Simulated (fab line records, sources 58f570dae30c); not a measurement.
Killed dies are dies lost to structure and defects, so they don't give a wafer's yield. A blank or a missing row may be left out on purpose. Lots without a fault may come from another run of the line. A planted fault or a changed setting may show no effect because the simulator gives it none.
A struck lot beside a sound one | flow berkeley_cmos170 | 14 steps out of a route of 331
Sound: wafers L620.1, L620.4, L620.5. Struck: wafers L635.1, L635.2, L635.6. The cause comes at the end.
At each step with rows: each side's tool, then ch and its chambers, then its first start. Under that, the readings that differ: sound wafers | struck wafers | difference of the means | sigmas: that difference in standard deviations of wafers without a fault.
alike: readings whose means differ by less than 2 such deviations, and words and numbers that are the same on both sides. not compared: withheld readings, readings that some wafer has no value for, bounds like >300 that may hide the same value, and numbers for which the record gives no deviation and whose values overlap.
The two part at a step that has a row with sigmas, a row that says differs or no value, or rows on one side only. Numbers that don't overlap but have no deviation are shown without sigmas and don't part them. A reading that every wafer of one side lacks parts them only if that side has two wafers or more.

first, 1 step without rows for these wafers: UCB170_ACTIVE_DEVELOP_12 (develop time 45 s).
UCB170_ACTIVE_CD_MEAS_13: target cd 1200 nm.
  sound on cd_sem-02, day 4 22:29; struck on cd_sem-02, day 8 06:30
  reading    | sound                | struck               | difference | sigmas
  cd_nm (nm) | 1201.3 1201.0 1200.6 | 1198.9 1197.2 1198.6 | -2.7       | -2
UCB170_ACTIVE_OVL_MEAS_14:
  sound on overlay-01, day 4 22:36; struck on overlay-02, day 8 06:37
  alike: ACTIVE_OVL
UCB170_ACTIVE_ETCH_15: etches Si3N4 in CH3F/Ar/O2, stops on SiO2, target depth 242 nm, time 151 s.
  sound on rie_diel-02 ch 0,3, day 4 22:38; struck on rie_diel-03 ch 1,3, day 8 06:39
  alike: drypump_motor_current_A, mfc_ar_sccm, oes_product_au, throttle_valve_pct
  not compared: rf_hours_counter_h
UCB170_ACTIVE_STRIP_16: strips in O2.
  sound on plasma_asher-03 ch 0,1, day 4 22:44; struck on plasma_asher-01 ch 0,1, day 8 06:46
  alike: drypump_motor_current_A, oes_product_au, strip_time_to_endpoint_s
  not compared: rf_hours_counter_h
UCB170_ACTIVE_CD_MEAS_90: target cd 1200 nm.
  sound on cd_sem-01, day 4 22:50; struck on cd_sem-02, day 8 06:52
  alike: cd_nm
then, 6 steps without rows for these wafers: UCB170_ACTIVE_CLEAN_17 (cleans in SPM, time 600 s); UCB170_PFIELD_HMDS_00 (prime time 60 s); UCB170_PFIELD_COAT_01 (resist thk 900 nm); UCB170_PFIELD_SOFTBAKE_02 (time 60 s); UCB170_PFIELD_EXPOSE_03 (exposes mask PFIELD, target cd 1500 nm); UCB170_PFIELD_PEB_04.
UCB170_PFIELD_DEVELOP_05: develop time 45 s.
  sound on litho_track-04 ch 0, day 5 01:00; struck on litho_track-04, day 8 10:00
  no value came back on the struck wafers for chill_plate_temp_C (C), develop_time_s (s); on the sound wafers chill_plate_temp_C (C) reads 22.90 22.97 22.95
  reading                                 | sound         | struck          | difference | sigmas
  model.KrF_of_PFIELD_COAT_01.thk_nm (nm) | 889 891.3 890 | 900.6 902 901.8 | +11.4      |
UCB170_PFIELD_OVL_MEAS_06:
  sound on overlay-02, day 5 01:20; struck on overlay-01, day 8 10:58
  reading         | sound   | struck | difference                    | sigmas
  PFIELD_OVL (nm) | 1 -3 -3 | - - -  | no value on the struck wafers |

WHERE THEY PART
First at UCB170_ACTIVE_CD_MEAS_13; last, within this record, at UCB170_PFIELD_OVL_MEAS_06.

WHY: what the simulator had put in
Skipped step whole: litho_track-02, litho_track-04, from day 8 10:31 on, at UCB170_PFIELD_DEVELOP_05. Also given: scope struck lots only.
